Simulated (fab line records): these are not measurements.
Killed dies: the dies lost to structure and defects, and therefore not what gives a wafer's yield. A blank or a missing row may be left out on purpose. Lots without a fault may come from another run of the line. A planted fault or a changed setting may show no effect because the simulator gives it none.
Code-filled problem report in 8D (eight disciplines) form	flow ritCmos	the parts of the form that need people (team, actions taken, sign-off) are left out

1. PROBLEM STATEMENT
At RIT_M1_PROBE_99, killed_at_M0_to_M3 averages 36.5 over 2 wafers from 2 lots, while fault-free wafers read 0.0, standard deviation 0.14. So: +99 or more standard deviations from the usual mean.
Earliest sighting: wafer L288.4 on prober-02 at day 6 23:45. Wafers with a number at this step in the record: 18, from 6 lots. By rule, "out" or "out of limits" means more than 4 standard deviations away from the usual mean. The other wafers with a number count as sound.

2. WHAT IT IS; WHAT IT IS NOT
question	is	is not
which readings at this step	killed_at_M0_to_M3, defectLimitedYield, killedDies, sort_bin_3_pad_short, sort_bin_5_function, sortNPass, sortYieldPct	killedAtFrontEnd, killedOpen, killedShort
which lots	L288, L290	L272, L282, L289, L293
which wafers of those lots	L288.4, L290.4	L288.2, L288.6, L290.3, L290.6
read on which tools	prober-02	prober-01
when	from day 6 23:45	up to then (7 sound wafers); but 9 sound wafers of L288, L289, L290, L293 came after

3. SUSPECTS, AND WHAT RULES EACH OUT
Counting: if a tool at a process step up to the reading ran every lot that is out, it stays a suspect. Sound lots after the first of them don't rule it out here, since some wafers of a struck lot are sound.
- pvdSputter-04 at RIT_M1_SPUTTER_00 (material Al, target thk 400 nm, time 500 s): kept. It processed each lot that is out (first: L288, day 6 19:35); up to then, its last sound lot is L282 (day 5 13:34).
- rieMetal-03 at RIT_M1_METAL_ETCH_12 (etches Al in Cl2/BCl3, stops on SiO2, time 165 s, target depth 600 nm): kept. It ran every lot that is out, first L288 (day 6 21:20).
- prober-02 at RIT_M1_PROBE_99: kept. It processed each lot that is out (first: L288, day 6 23:39); up to then, its last sound lot is L282 (day 5 17:49). Out on those wafers are its own readings of defectLimitedYield, killed_at_M0_to_M3, killedDies, sort_bin_3_pad_short, sort_bin_5_function, sortNPass, sortYieldPct.
pvdSputter-04 at RIT_M1_SPUTTER_00, rieMetal-03 at RIT_M1_METAL_ETCH_12 and prober-02 at RIT_M1_PROBE_99 are what is left after counting.

4. THE CAUSE (what the simulator had put in)
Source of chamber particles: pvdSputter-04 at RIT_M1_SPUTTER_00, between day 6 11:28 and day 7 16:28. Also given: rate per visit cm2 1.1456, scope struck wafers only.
After counting, 3 suspects remain, this tool included.

5. THE CHAIN OF EFFECTS, in route order
Rows list readings where the struck wafers' mean (over those with a number) sits beyond 3 standard deviations from the usual. Only readings for which the record gives a usual standard deviation are gone through. hours: the time from each lot's start at the first step in this table that gives one to its start at this step, as a median over the lots. sigmas: the change in usual standard deviations.
hours	step	reading	usual	on struck wafers	change	sigmas
0	RIT_M1_PROBE_99	defectLimitedYield	97.4 %	84.7	-12.8	-11
0	RIT_M1_PROBE_99	killed_at_M0_to_M3	0.0	36.5	+36.5	+99 or more
0	RIT_M1_PROBE_99	killedDies	7	40	+34	+11
0	RIT_M1_PROBE_99	sort_bin_3_pad_short	0.1 %	2.8	+2.7	+11
0	RIT_M1_PROBE_99	sort_bin_5_function	1.5 %	9.8	+8.3	+9.9
0	RIT_M1_PROBE_99	sortNPass	257	224	-34	-11
0	RIT_M1_PROBE_99	sortYieldPct	97.4 %	84.7	-12.8	-11
It contains these process steps:
- RIT_M1_PROBE_99

6. HOW IT WOULD HAVE BEEN CAUGHT EARLIER
The fault began at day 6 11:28; the first out-of-limits reading in this record came at day 6 23:45, 12 hours later.
Tool readings at RIT_M1_SPUTTER_00 with a usual standard deviation given in the record: none out on any struck wafer, hence no alarm at a limit of 4 standard deviations on them.
Lots out: 2; of these, L290 started RIT_M1_SPUTTER_00 on pvdSputter-04 after day 6 23:45. Putting the tool on hold at that point would have spared it.
